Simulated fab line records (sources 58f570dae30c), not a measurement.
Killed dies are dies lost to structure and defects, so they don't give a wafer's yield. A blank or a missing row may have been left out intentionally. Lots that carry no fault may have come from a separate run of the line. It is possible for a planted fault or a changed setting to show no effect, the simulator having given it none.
fab line records -- flow berkeley_cmos170
record lots=6, wafers=18, last_day=12
route steps=331 shown NVT@108 PVT@115
lots that met no fault: from a run of the same line without faults
start_h: hours from the record's first day to the start of the lot's first wafer shown -- wait_h: hours from the lot's prior step to this one -- " the same as in the row above -- L1.1+2: a single row standing in for several wafers -- - value missing, or start not given -- * or withheld: withheld -- < > ~ a bound
route shown NAME@n: names a module that has steps shown in the file, with the first one's number in the route -- usual: mean and standard deviation over wafers with no fault -- same: alike in all rows -- chamber/n: place in a boat -- sites: each site's reading -- _std_site: the values' standard deviation -- _edge_site: the outer-site mean with the inner-site mean subtracted -- radius_mm: for every site, how far away it sits from the centre of the wafer -- mask NAME#n: copy n -- behind: the tool/chamber that last shaped the wafer -- hold: what put the lot on hold/how long, in hours/how the hold closed -- device: the transistor (n, p or np) that didn't switch -- end of line: tests run on the same wafers once the route is complete -- a step without rows: its recipe alone -- killed: at the first sort, the dies lost to defects and structure; wafer yield is something else -- map: a wafer's dies, marking killed ones x, the rest . and places with no die _
set.NAME: the setting the step ran with; set.NAME@STEP: the setting that earlier step ran with -- model.NAME: the simulator's own value behind a step, which no gauge read
lots seen at some steps along the route; tables by step, rows by wafer
services: a tool's chamber out of use, with start hour (start_h, from the record's first day; less than 0 if before it), hours out, and reason
## steps
# step UCB170_NVT_PEB_04
# recipe peb_temp_c=130, peb_time_s=withheld, resist=KrF
# step UCB170_NVT_DEVELOP_05
# recipe developer=TMAH, develop_time_s=45, resist=KrF, dev_temp_c=21
# step UCB170_NVT_OVL_MEAS_06
# usual NVT_OVL=-1/7.1
lot.wafer,tool,chamber,start_h,wait_h,NVT_OVL[nm]
L923.3,overlay-01,-,127.21,-,-10
L923.5,overlay-01,-,127.21,-,-9
L923.6,overlay-01,-,127.21,-,-11
L929.2,overlay-02,-,158.17,-,-11
L929.3,overlay-02,-,158.17,-,-4
L929.5,overlay-02,-,158.17,-,-4
L930.1,overlay-01,-,175.23,-,9
L930.2,overlay-01,-,175.23,-,-3
L930.5,overlay-01,-,175.23,-,4
L932.1,overlay-01,-,183.75,-,-4
L932.2,overlay-01,-,183.75,-,3
L932.3,overlay-01,-,183.75,-,-5
L942.2,overlay-02,-,225.01,-,10
L942.3,overlay-02,-,225.01,-,6
L942.4,overlay-02,-,225.01,-,14
L943.1,overlay-01,-,225.67,-,4
L943.2,overlay-01,-,225.67,-,1
L943.3,overlay-01,-,225.67,-,1
# step UCB170_NVT_IMPLANT_07
# recipe species=BF2, dose_cm2=3e+12, energy_kev=50, tilt_deg=7
# step UCB170_NVT_STRIP_08
# recipe chemistry=O2, power_w=400, pressure_mtorr=3500, platen_temp_c=withheld, o2_flow_sccm=400, overash_fraction=0.5
# usual drypump_motor_current_A=5.7/0.45, oes_product_au=0.734/0.0042, strip_time_to_endpoint_s=21.61/0.056
# same overash_fraction=0.5
lot.wafer,tool,chamber,start_h,wait_h,drypump_motor_current_A,oes_product_au,rf_hours_counter_h,strip_time_to_endpoint_s
L923.3,plasma_asher-02,1,127.41,0.1,5.5,0.746,-,21.58
L923.5,plasma_asher-02,0,127.41,0.1,6.4,0.730,-,21.56
L923.6,plasma_asher-02,1,127.41,0.1,5.5,0.733,-,21.60
L929.2,plasma_asher-03,0,158.35,0.1,5.7,0.727,41,21.72
L929.3,plasma_asher-03,0,158.35,0.1,5.8,0.741,-,21.67
L929.5,plasma_asher-03,1,158.35,0.1,5.0,0.732,-,21.64
L930.1,plasma_asher-03,1,175.41,0.1,5.0,0.737,42,21.61
L930.2,plasma_asher-03,0,175.41,0.1,5.8,0.732,42,21.71
L930.5,plasma_asher-03,0,175.41,0.1,5.7,0.729,-,21.71
L932.1,plasma_asher-02,0,183.96,0.2,6.5,0.729,52,21.53
L932.2,plasma_asher-02,1,183.96,0.2,5.4,0.737,52,21.50
L932.3,plasma_asher-02,0,183.96,0.2,6.4,0.732,-,21.49
L942.2,plasma_asher-03,0,225.19,0.1,5.8,0.728,48,21.60
L942.3,plasma_asher-03,0,225.19,0.1,5.8,0.729,-,21.58
L942.4,plasma_asher-03,1,225.19,0.1,5.0,0.737,-,21.63
L943.1,plasma_asher-02,1,225.86,0.1,5.5,0.727,57,21.60
L943.2,plasma_asher-02,0,225.86,0.1,6.4,0.736,57,21.58
L943.3,plasma_asher-02,0,225.86,0.1,6.4,0.738,-,21.56
# step UCB170_NVT_TW_MEAS_09
# usual NVT_TW=522/5.6
lot.wafer,tool,chamber,start_h,wait_h,NVT_TW
L923.3,film_metro-02,-,127.50,0.1,520
L923.5,film_metro-02,-,127.50,0.1,518
L923.6,film_metro-02,-,127.50,0.1,521
L929.2,film_metro-02,-,158.46,0.1,522
L929.3,film_metro-02,-,158.46,0.1,522
L929.5,film_metro-02,-,158.46,0.1,521
L930.1,film_metro-02,-,175.51,0.1,516
L930.2,film_metro-02,-,175.51,0.1,516
L930.5,film_metro-02,-,175.51,0.1,516
L932.1,film_metro-04,-,184.06,0.1,525
L932.2,film_metro-04,-,184.06,0.1,527
L932.3,film_metro-04,-,184.06,0.1,526
L942.2,film_metro-02,-,225.30,0.1,523
L942.3,film_metro-02,-,225.30,0.1,519
L942.4,film_metro-02,-,225.30,0.1,527
L943.1,film_metro-03,-,225.96,0.1,516
L943.2,film_metro-03,-,225.96,0.1,516
L943.3,film_metro-03,-,225.96,0.1,516
# step UCB170_NVT_CLEAN_10
# recipe chemistry=SPM, temp_c=120, time_s=600
# step UCB170_PVT_HMDS_00
# recipe prime_time_s=60, prime_temp_c=100
# step UCB170_PVT_COAT_01
# recipe resist=KrF, spin_rpm=1500, resist_thk_nm=900
# step UCB170_PVT_SOFTBAKE_02
# recipe resist=KrF, temp_c=130, time_s=60
# step UCB170_PVT_EXPOSE_03
# recipe mask_id=NWELL, target_cd_nm=3000, na=0.5, sigma_outer=0.6, source_shape=conventional, dose_mj=30
# step UCB170_PVT_PEB_04
# recipe peb_temp_c=130, peb_time_s=withheld, resist=KrF
# step UCB170_PVT_DEVELOP_05
# recipe developer=TMAH, develop_time_s=45, resist=KrF, dev_temp_c=21
# usual chill_plate_temp_C=23.01/0.11, develop_time_s=45/0
lot.wafer,tool,chamber,start_h,wait_h,chill_plate_temp_C,develop_time_s,model.KrF_of_PVT_COAT_01.thk_nm
L923.3,litho_track-03,0,128,-,23.30,45,884.2
L923.5,litho_track-03,0,128,-,23.08,45,887.9
L923.6,litho_track-03,0,128,-,23.07,45,886
L929.2,litho_track-03,0,161,-,23.12,45,884
L929.3,litho_track-03,0,161,-,23.31,45,885.9
L929.5,litho_track-03,0,161,-,23.06,45,885.3
L930.1,litho_track-04,-,178,-,-,-,898.2
L930.2,litho_track-04,-,178,-,-,-,899.5
L930.5,litho_track-04,-,178,-,-,-,898
L932.1,litho_track-03,-,186,-,-,-,899.1
L932.2,litho_track-03,-,186,-,-,-,900
L932.3,litho_track-03,-,186,-,-,-,899.8
L942.2,litho_track-01,0,227,-,23.02,45,887.2
L942.3,litho_track-01,0,227,-,23.07,45,886.5
L942.4,litho_track-01,0,227,-,22.97,45,887.5
L943.1,litho_track-04,0,227,-,23.09,45,888.9
L943.2,litho_track-04,0,228,-,23.09,45,888
L943.3,litho_track-04,0,228,-,23.06,45,887.3
# step UCB170_PVT_OVL_MEAS_06
# usual PVT_OVL=-1/4.9
lot.wafer,tool,chamber,start_h,wait_h,PVT_OVL[nm]
L923.3,overlay-01,-,128.85,-,7
L923.5,overlay-01,-,128.85,-,8
L923.6,overlay-01,-,128.85,-,6
L929.2,overlay-01,-,161.19,-,-5
L929.3,overlay-01,-,161.19,-,-10
L929.5,overlay-01,-,161.19,-,3
L930.1,overlay-02,-,178.23,-,-
L930.2,overlay-02,-,178.23,-,-
L930.5,overlay-02,-,178.23,-,-
L932.1,overlay-02,-,186.39,-,-
L932.2,overlay-02,-,186.39,-,-
L932.3,overlay-02,-,186.39,-,-
L942.2,overlay-01,-,227.64,-,-5
L942.3,overlay-01,-,227.64,-,0
L942.4,overlay-01,-,227.64,-,-5
L943.1,overlay-02,-,228.12,-,7
L943.2,overlay-02,-,228.12,-,5
L943.3,overlay-02,-,228.12,-,5
## services
tool,chamber,start_h,hours,kind
plasma_asher-03,-,147.44,0.7,repair
plasma_asher-03,-,208.53,2.8,pm
## key
first_sign step=UCB170_PVT_DEVELOP_05, reading=tool_record, direction=missing
effect none on later readings
model_effect step=UCB170_PVT_DEVELOP_05, value=KrF_of_PVT_COAT_01.thk_nm, without=884.9, struck=899.1
met_at UCB170_PVT_DEVELOP_05
struck_wafers L930.1,L930.2,L930.5,L932.1,L932.2,L932.3
sort_left_out L930.1,L930.2,L930.5,L932.1,L932.2,L932.3
tester_left_out L930,L932
onset_between 161 178
fault kind=skipped_step_whole, tool=litho_track-03,litho_track-04, chamber=-, onset_h=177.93, steps=UCB170_PVT_DEVELOP_05, scope=struck_lots_only
# tester_left_out: of these lots the tester's yield and bins aren't shown, on N5 and GAA mostly nor the transistor test; their killed dies are dies lost to structure and defects alone, not to doping, threshold or leakage, so they don't give the yield
# sort_left_out: the simulated sort isn't trusted on such a fault, so these wafers' sort isn't shown, and their yield isn't known
